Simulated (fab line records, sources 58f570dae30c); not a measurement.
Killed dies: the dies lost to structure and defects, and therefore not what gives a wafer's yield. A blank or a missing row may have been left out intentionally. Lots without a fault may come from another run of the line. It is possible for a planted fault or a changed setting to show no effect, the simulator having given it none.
Which tool was responsible? / flow berkeleyCmos170 / Sampling: 14 lots, 42 wafers, 2 of 331 route steps

WHAT THE GAUGES SHOWED, per wafer
UCB170_ACTIVE_OVL_MEAS_14. Usual: ACTIVE_OVL -1 nm, standard deviation 5.4.
lot=L337; measured=day 3 20:18; on=overlay-02; ACTIVE_OVL (nm)=4 2 5; flag=
lot=L339; measured=day 4 07:53; on=overlay-02; ACTIVE_OVL (nm)=-4 3 -2; flag=
lot=L341; measured=day 4 23:49; on=overlay-01; ACTIVE_OVL (nm)=8 9 7; flag=
lot=L342; measured=day 5 00:11; on=overlay-01; ACTIVE_OVL (nm)=5 4 8; flag=
lot=L343; measured=day 5 08:02; on=overlay-01; ACTIVE_OVL (nm)=-10 -3 -6; flag=
lot=L345; measured=day 5 19:34; on=overlay-01; ACTIVE_OVL (nm)=-4 1 0; flag=
lot=L346; measured=day 6 02:41; on=overlay-01; ACTIVE_OVL (nm)=2 14 6; flag=
lot=L348; measured=day 6 18:28; on=overlay-02; ACTIVE_OVL (nm)=-3 4 -2; flag=
lot=L353; measured=day 7 20:59; on=overlay-01; ACTIVE_OVL (nm)=-5 -3 -2; flag=
lot=L354; measured=day 7 21:14; on=overlay-02; ACTIVE_OVL (nm)=-8 -6 -9; flag=
lot=L356; measured=day 8 04:02; on=overlay-01; ACTIVE_OVL (nm)=-10 -3 0; flag=
lot=L357; measured=day 8 12:07; on=overlay-01; ACTIVE_OVL (nm)=-6 -8 -8; flag=
lot=L358; measured=day 8 12:14; on=overlay-01; ACTIVE_OVL (nm)=-3 -1 5; flag=
lot=L359; measured=day 8 11:52; on=overlay-01; ACTIVE_OVL (nm)=-8 -5 -15; flag=

EACH LOT AND THE TOOL THAT RAN IT (in order: tool; ch and the chambers of the sampled wafers; start)
lot=L337; UCB170_PWELL_STRIP_16=plasmaAsher-03 ch 0,1, day 3 00:07
lot=L339; UCB170_PWELL_STRIP_16=plasmaAsher-03 ch 1, day 3 08:50
lot=L341; UCB170_PWELL_STRIP_16=plasmaAsher-01 ch 0,1, day 3 21:24
lot=L342; UCB170_PWELL_STRIP_16=plasmaAsher-03 ch 0,1, day 3 22:31
lot=L343; UCB170_PWELL_STRIP_16=plasmaAsher-01 ch 0,1, day 4 04:17
lot=L345; UCB170_PWELL_STRIP_16=plasmaAsher-03 ch 0,1, day 4 13:14
lot=L346; UCB170_PWELL_STRIP_16=plasmaAsher-02 ch 0,1, day 4 19:11
lot=L348; UCB170_PWELL_STRIP_16=plasmaAsher-02 ch 0,1, day 5 10:27
lot=L353; UCB170_PWELL_STRIP_16=plasmaAsher-01 ch 0,1, day 6 21:13
lot=L354; UCB170_PWELL_STRIP_16=plasmaAsher-02 ch 0,1, day 6 21:24
lot=L356; UCB170_PWELL_STRIP_16=plasmaAsher-02 ch 0,1, day 7 00:24
lot=L357; UCB170_PWELL_STRIP_16=plasmaAsher-03 ch 0,1, day 7 10:54
lot=L358; UCB170_PWELL_STRIP_16=plasmaAsher-02 ch 0,1, day 7 11:01
lot=L359; UCB170_PWELL_STRIP_16=plasmaAsher-03 ch 0,1, day 7 13:06
- UCB170_PWELL_STRIP_16: strips in O2.

AS READ BY THE TOOLS THEMSELVES (means over the sampled wafers that have a number; for cases with no such wafer, the mark the record gives instead)
UCB170_PWELL_STRIP_16. Usual: drypumpMotorCurrentA 5.5 A, standard deviation 0.48; oesProductAu 0.721 a.u., standard deviation 0.0047; stripTimeToEndpointS 18.10 s, standard deviation 0.092.
lot=L337; tool=plasmaAsher-03; drypumpMotorCurrentA (A)=5.9; oesProductAu (a.u.)=0.721; stripTimeToEndpointS (s)=18.14; flag=
lot=L339; tool=plasmaAsher-03; drypumpMotorCurrentA (A)=5.1; oesProductAu (a.u.)=0.721; stripTimeToEndpointS (s)=18.02; flag=
lot=L341; tool=plasmaAsher-01; drypumpMotorCurrentA (A)=5.3; oesProductAu (a.u.)=0.718; stripTimeToEndpointS (s)=18.17; flag=
lot=L342; tool=plasmaAsher-03; drypumpMotorCurrentA (A)=5.9; oesProductAu (a.u.)=0.721; stripTimeToEndpointS (s)=18.01; flag=
lot=L343; tool=plasmaAsher-01; drypumpMotorCurrentA (A)=5.2; oesProductAu (a.u.)=0.721; stripTimeToEndpointS (s)=18.18; flag=
lot=L345; tool=plasmaAsher-03; drypumpMotorCurrentA (A)=5.9; oesProductAu (a.u.)=0.722; stripTimeToEndpointS (s)=18.05; flag=
lot=L346; tool=plasmaAsher-02; drypumpMotorCurrentA (A)=5.6; oesProductAu (a.u.)=0.721; stripTimeToEndpointS (s)=18.18; flag=
lot=L348; tool=plasmaAsher-02; drypumpMotorCurrentA (A)=5.5; oesProductAu (a.u.)=0.722; stripTimeToEndpointS (s)=18.20; flag=
lot=L353; tool=plasmaAsher-01; drypumpMotorCurrentA (A)=5.3; oesProductAu (a.u.)=0.719; stripTimeToEndpointS (s)=18.15; flag=
lot=L354; tool=plasmaAsher-02; drypumpMotorCurrentA (A)=5.6; oesProductAu (a.u.)=0.725; stripTimeToEndpointS (s)=18.03; flag=
lot=L356; tool=plasmaAsher-02; drypumpMotorCurrentA (A)=5.6; oesProductAu (a.u.)=0.722; stripTimeToEndpointS (s)=18.04; flag=
lot=L357; tool=plasmaAsher-03; drypumpMotorCurrentA (A)=5.9; oesProductAu (a.u.)=0.721; stripTimeToEndpointS (s)=18.11; flag=
lot=L358; tool=plasmaAsher-02; drypumpMotorCurrentA (A)=5.6; oesProductAu (a.u.)=0.723; stripTimeToEndpointS (s)=18.11; flag=
lot=L359; tool=plasmaAsher-03; drypumpMotorCurrentA (A)=5.9; oesProductAu (a.u.)=0.717; stripTimeToEndpointS (s)=18.01; flag=

THE ANSWER, worked out from the rows above alone
Rule: take the mean of a lot's wafers that have a number; if it is more than 3 standard deviations from the usual mean, the lot is off. Also off: a lot with no number at a reading for which 4 or more lots have one. Where the step has rows for the other lots, those lots are counted as sound. After the gauges, taken in route order, come the tools' own readings; for these a lot's mean is taken, as printed above. The first step at which some lot is off is used, and at that step the reading that is off furthest; a lot without a number counts as furthest.
Nothing can be told from this: no lot is off at any reading shown.

WHAT WAS PUT IN BY THE SIMULATOR
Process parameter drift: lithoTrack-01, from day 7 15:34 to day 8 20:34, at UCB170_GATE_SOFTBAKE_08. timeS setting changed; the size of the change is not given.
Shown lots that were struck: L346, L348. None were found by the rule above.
